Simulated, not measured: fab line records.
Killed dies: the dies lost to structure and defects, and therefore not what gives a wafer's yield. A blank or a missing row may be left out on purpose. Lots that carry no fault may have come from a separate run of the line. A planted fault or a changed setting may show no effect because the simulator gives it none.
Tool commonality check    flow rit_cmos    Sample size 14 lots and 48 wafers

REASON FOR OPENING
RIT_PRETRO_TW_MEAS_10, reading PRETRO_TW: flagged on 2 of 14 lots. No-fault wafers: 477, standard deviation 3.1.
Rule: a lot is flagged in two cases, either no wafer of it has a number, or all its wafers with numbers fall more than 4 standard deviations from that mean. As for the other lots, they are considered sound.

lot   measured     on             PRETRO_TW, wafer by wafer  flag
L881  day 2 11:00  film_metro-01  475 472 477                
L883  day 2 23:08  film_metro-02  480 481 479                
L885  day 3 07:23  film_metro-01  477 478 478                
L886  day 3 12:41  film_metro-01  475 477 478                
L887  day 3 18:07  film_metro-03  482 484 482                
L888  day 3 19:53  film_metro-02  478 480 477                
L889  day 4 02:38  film_metro-02  478 475 476                
L891  day 4 13:20  film_metro-02  478 478 475                
L894  day 5 02:35  film_metro-03  477 480 480                
L895  day 5 07:34  film_metro-01  497 491 497 494 496 497    FLAGGED
L896  day 5 14:17  film_metro-01  498 497 497 494 497 497    FLAGGED
L898  day 5 22:01  film_metro-01  475 476 476                
L901  day 6 14:49  film_metro-03  481 478 477                
L904  day 7 05:23  film_metro-01  473 473 473                
On average the flagged lots' numbers are 496, which is +19 against the usual, or +6 standard deviations.

WHICH TOOL EACH LOT WENT THROUGH
The record holds 1 process step before the reading, out of a route of 202 steps. Each cell gives the tool, then ch followed by the chambers the sampled wafers passed through, then the start.
lot   flag     RIT_PRETRO_IMPLANT_08
L881           implanter-02 ch 0, day 2 10:43
L883           implanter-04 ch 0, day 2 22:49
L885           implanter-03 ch 0, day 3 07:03
L886           implanter-02 ch 0, day 3 12:22
L887           implanter-04 ch 0, day 3 17:49
L888           implanter-03 ch 0, day 3 19:34
L889           implanter-04 ch 0, day 4 02:19
L891           implanter-04 ch 0, day 4 13:01
L894           implanter-04 ch 0, day 5 02:16
L895  FLAGGED  implanter-04 ch 0, day 5 07:16
L896  FLAGGED  implanter-04 ch 0, day 5 13:58
L898           implanter-03 ch 0, day 5 21:36
L901           implanter-02 ch 0, day 6 14:31
L904           implanter-03 ch 0, day 7 05:04
What these steps do:
- RIT_PRETRO_IMPLANT_08
- RIT_PRETRO_TW_MEAS_10

FLAGGED AGAINST TOTAL, ONE TOOL AT A TIME (gauges that did the reading follow at the end)
step                   tool           lots run  flagged  share of the flagged lots  sound lots run after its first flagged lot
RIT_PRETRO_IMPLANT_08  implanter-02   3         0        none                       -
RIT_PRETRO_IMPLANT_08  implanter-03   4         0        none                       -
RIT_PRETRO_IMPLANT_08  implanter-04   7         2        all                        0
RIT_PRETRO_TW_MEAS_10  film_metro-01  7         2        all                        2 (L898,L904)
RIT_PRETRO_TW_MEAS_10  film_metro-02  4         0        none                       -
RIT_PRETRO_TW_MEAS_10  film_metro-03  3         0        none                       -

WHAT THE TABLE PERMITS
In 2 table rows, all flagged lots were run: implanter-04 (RIT_PRETRO_IMPLANT_08), film_metro-01 (RIT_PRETRO_TW_MEAS_10).
- implanter-04 at RIT_PRETRO_IMPLANT_08: 2 of its 7 lots flagged. Its last sound lot is L894 (day 5 02:16), its first flagged lot L895 (day 5 07:16): a fault that began between those two fits. Its own readings lie more than 4 standard deviations out on every wafer of the flagged lots: beam_energy_keV.
- film_metro-01 at RIT_PRETRO_TW_MEAS_10: 2 of its 7 lots flagged. Sound lots followed the first flagged one (L898, L904) on it, something a lasting fault affecting the whole tool could not allow.
What remains is a single tool, implanter-04 at RIT_PRETRO_IMPLANT_08.

WHAT THE SIMULATOR PUT IN
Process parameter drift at RIT_PRETRO_IMPLANT_08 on implanter-04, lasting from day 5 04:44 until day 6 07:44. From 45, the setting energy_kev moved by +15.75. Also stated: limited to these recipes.
Lots struck among those shown: L895, L896. This agrees with what the rule above found.
